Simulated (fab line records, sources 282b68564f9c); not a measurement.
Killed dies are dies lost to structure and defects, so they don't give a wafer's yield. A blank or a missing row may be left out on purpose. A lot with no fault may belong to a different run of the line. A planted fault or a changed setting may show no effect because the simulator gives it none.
Comparing a struck lot with a sound one | flow rit cmos | 19 out of 202 route steps
Sound: the wafers L493.2, L493.3, L493.6. The struck wafers were L510.1, L510.2, L510.4. The cause is given at the end.
Order at every step that has rows: each side's tool, ch and its chambers, its first start. Under that, the readings that differ: sound wafers | struck wafers | difference of the means | sigmas: that difference in standard deviations of wafers without a fault.
alike: readings with means less than 2 such deviations apart, plus words and numbers identical on both sides. not compared: withheld readings, readings lacking a value on some wafer, bounds such as >300 that could conceal the same value, and numbers that have no deviation in the record and whose values overlap.
A row with sigmas, a row that says differs or no value, or rows on one side alone: a step with any of these is where the two part. When numbers do not overlap yet have no deviation, they are printed without sigmas and do not part them. A reading missing from all wafers of one side parts the sides only when that side holds two or more wafers.

RIT_SILICIDE_RS_MEAS_02: uses a four-point probe to measure.
  sound on film metro-02 at day 3 07:06; struck on film metro-03 at day 6 21:16
  alike: SILICIDE_TI_RS
RIT_SILICIDE_THK_MEAS_03: measures by xrf.
  sound on film metro-02 at day 3 07:13; struck on film metro-03 at day 6 21:23
  alike: SILICIDE_TI_THK
RIT_SILICIDE_RTA_04: time 10 s, ramp up 5 s, ramp down 5 s.
  sound on rtp anneal-02 ch 0, day 3 07:17; struck on rtp anneal-01 ch 0, day 6 21:27
  alike: anneal temp c max, chamber o2 ppm, wafer_temp_C_max
then, 1 step without rows for these wafers: RIT_SILICIDE_WET_ETCH_05 (etches Ti in SPM, time 120 s).
RIT_SILICIDE_RTA_06: time 10 s, ramp up 5 s, ramp down 10 s.
  sound on rtp anneal-01 ch 0, day 3 07:23; struck on rtp anneal-02 ch 0, day 6 21:34
  alike: anneal temp c max, chamber o2 ppm, wafer_temp_C_max
RIT_CONTACT_CVD_00: deposits SiO2 from TEOS, target thk 400 nm, time 61 s.
  sound on pecvd-02 ch 0,1, day 3 07:31; struck on pecvd-03 ch 0,2, day 6 21:37
  alike: heater power w
RIT_CONTACT_THK_MEAS_01:
  sound on film metro-04 at day 3 07:34; struck on film metro-04 at day 6 21:40
  alike: CONTACT_TEOS_THK
then, 5 steps without rows for these wafers: RIT_CONTACT_HMDS_02 (prime time 60 s); RIT_CONTACT_COAT_03 (resist thk 1000 nm); RIT_CONTACT_SOFTBAKE_04 (time 60 s); RIT_CONTACT_EXPOSE_05 (exposes mask M11, target cd 1000 nm); RIT_CONTACT_PEB_06.
RIT_CONTACT_DEVELOP_07: develop time 120 s.
  sound on litho track-01 ch 0, day 3 08:00; struck on litho track-01 ch 0, day 6 22:00
RIT_CONTACT_CD_MEAS_08: target cd 1000 nm.
  sound on cd sem-02 at day 3 08:38; struck on cd sem-02 at day 6 22:42
  reading    | sound             | struck               | difference | sigmas
  cd nm (nm) | 999.9 997.7 998.9 | 1005.4 1004.0 1005.8 | +6.2       | +3
RIT_CONTACT_OVL_MEAS_09:
  sound on overlay-01 at day 3 08:45; struck on overlay-02 at day 6 22:49
  alike: CONTACT_OVL
then, 1 step without rows for these wafers: RIT_CONTACT_HARDBAKE_10 (time 60 s).
RIT_CONTACT_ETCH_11: etches SiO2 in CHF3/CF4/Ar, stops on TiSi2, target depth 480 nm, time 320 s.
  sound on rie diel-01 ch 0,3, day 3 08:56; struck on rie diel-04 ch 0,1,3, day 6 23:01
  reading                  | sound             | struck         | difference | sigmas
  model.CONTACT.cd nm (nm) | 999.9 997.7 999.4 | 1005 1004 1006 | +6         |
  alike: O2_flow_sccm, drypump motor current A, mfc ar sccm, oes product au, throttle valve pct
  not compared: rf hours counter h
RIT_CONTACT_STRIP_12: strips in O2, time 180 s.
  sound on plasma asher-04 ch 0,1, day 3 09:07; struck on plasma asher-04 ch 0,1, day 6 23:12
  alike: drypump motor current A
  not compared: rf hours counter h
RIT_M1_PROBE_99:
  sound on prober-01 at day 3 14:02; struck on prober-02 at day 7 03:52
  alike: killed at front end, killed dies, killed open, killed short

WHERE THEY PART
Only at RIT_CONTACT_CD_MEAS_08, as far as this record shows. Later steps at which nothing parts them and some readings are alike: RIT_CONTACT_OVL_MEAS_09, RIT_CONTACT_ETCH_11, RIT_CONTACT_STRIP_12, RIT_M1_PROBE_99.

WHY: the cause the simulator had injected
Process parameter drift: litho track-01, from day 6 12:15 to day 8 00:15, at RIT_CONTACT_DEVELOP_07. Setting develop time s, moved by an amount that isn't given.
